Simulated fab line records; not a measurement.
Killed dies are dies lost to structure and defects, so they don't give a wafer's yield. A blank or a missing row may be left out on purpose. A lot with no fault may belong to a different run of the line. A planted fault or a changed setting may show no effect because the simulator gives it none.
Which tool did it?	flow ritCmos	14 lots with 42 wafers sampled at 2 steps, on a route of 202 steps

## WHAT EACH GAUGE READ, for each wafer
The record lacks any reading of a measuring or inspecting step that a usual standard deviation could be used to judge.

## WHICH TOOL RAN EACH LOT (tool, then ch and the chambers of the sampled wafers, then the start)
lot	RIT_FOX2_CLEAN_02	RIT_M1_PROBE_99
L510	wetBench-01 ch 3, day 1 20:10	-
L511	wetBench-01 ch 0, day 1 23:33	-
L512	wetBench-04 ch 3, day 2 05:22	-
L513	wetBench-04 ch 2, day 2 10:52	-
L516	wetBench-04 ch 2, day 3 01:55	-
L517	wetBench-03 ch 2, day 3 06:29	-
L518	wetBench-03 ch 1, day 3 12:35	-
L521	wetBench-03 ch 0, day 4 02:28	-
L522	wetBench-03 ch 3, day 4 08:18	-
L523	wetBench-04 ch 3, day 4 13:09	-
L524	wetBench-03 ch 3, day 4 17:14	-
L527	wetBench-01 ch 3, day 5 08:19	-
L529	wetBench-04 ch 3, day 5 18:50	prober-02, day 7 10:44
L530	wetBench-04 ch 0, day 6 00:21	-
- RIT_FOX2_CLEAN_02: cleans in dHF, time 180 s.
- RIT_M1_PROBE_99

## WHAT THE TOOLS THEMSELVES READ (means of the sampled wafers that have a number; where no wafer has one, the mark that the record gives instead)
RIT_FOX2_CLEAN_02.
lot	tool	runLengthS (s)
L510	wetBench-01	214
L511	wetBench-01	211
L512	wetBench-04	206
L513	wetBench-04	206
L516	wetBench-04	214
L517	wetBench-03	214
L518	wetBench-03	213
L521	wetBench-03	206
L522	wetBench-03	205
L523	wetBench-04	213
L524	wetBench-03	205
L527	wetBench-01	207
L529	wetBench-04	192
L530	wetBench-04	191

RIT_M1_PROBE_99.
lot	tool	killed_at_M0_to_M3	killedAtContacts	killedAtFrontEnd	killedDies	killedOpen	killedShort
L529	prober-02	0.0	0.0	5	5	2.0	3.3

## THE ANSWER, worked out from the rows above alone
Rule: usual is defined by the lots themselves. The widest of any qualifying gaps counts: lots, ordered by their means at a reading, are off when they make up no more than a third of the lots, leave a main group of 4 or more, and stand apart from it by 3 or more times the standard deviation of that group's means. A main group whose means are all the same, to the digits that the tables above print for the reading, isn't used. Also off: a lot with no number at a reading for which 4 or more lots have one. The other lots that the step has rows for count as sound. Order of review: gauges by route order, followed by the tools' own readings, for which a lot's mean as printed above is used. The first step at which some lot is off is used, and at that step the reading that is off furthest; a lot without a number counts as furthest.
Off at RIT_FOX2_CLEAN_02 (runLengthS): L529, L530. For the main group the mean is 210 s and the standard deviation 3.8.
If a tool, at that step or one of the process steps before it, ran each lot that is off and ran no sound lot following the first of them, it fits. One fits: wetBench-04 at RIT_FOX2_CLEAN_02. Its last sound lot is L523 (day 4 13:09), its first lot that is off L529 (day 5 18:50): a fault that began between those two fits.

## WHAT WAS PUT IN BY THE SIMULATOR
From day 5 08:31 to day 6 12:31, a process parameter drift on wetBench-04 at RIT_FOX2_CLEAN_02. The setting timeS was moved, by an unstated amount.
Lots struck among those shown: L529, L530. Same finding as the rule above.
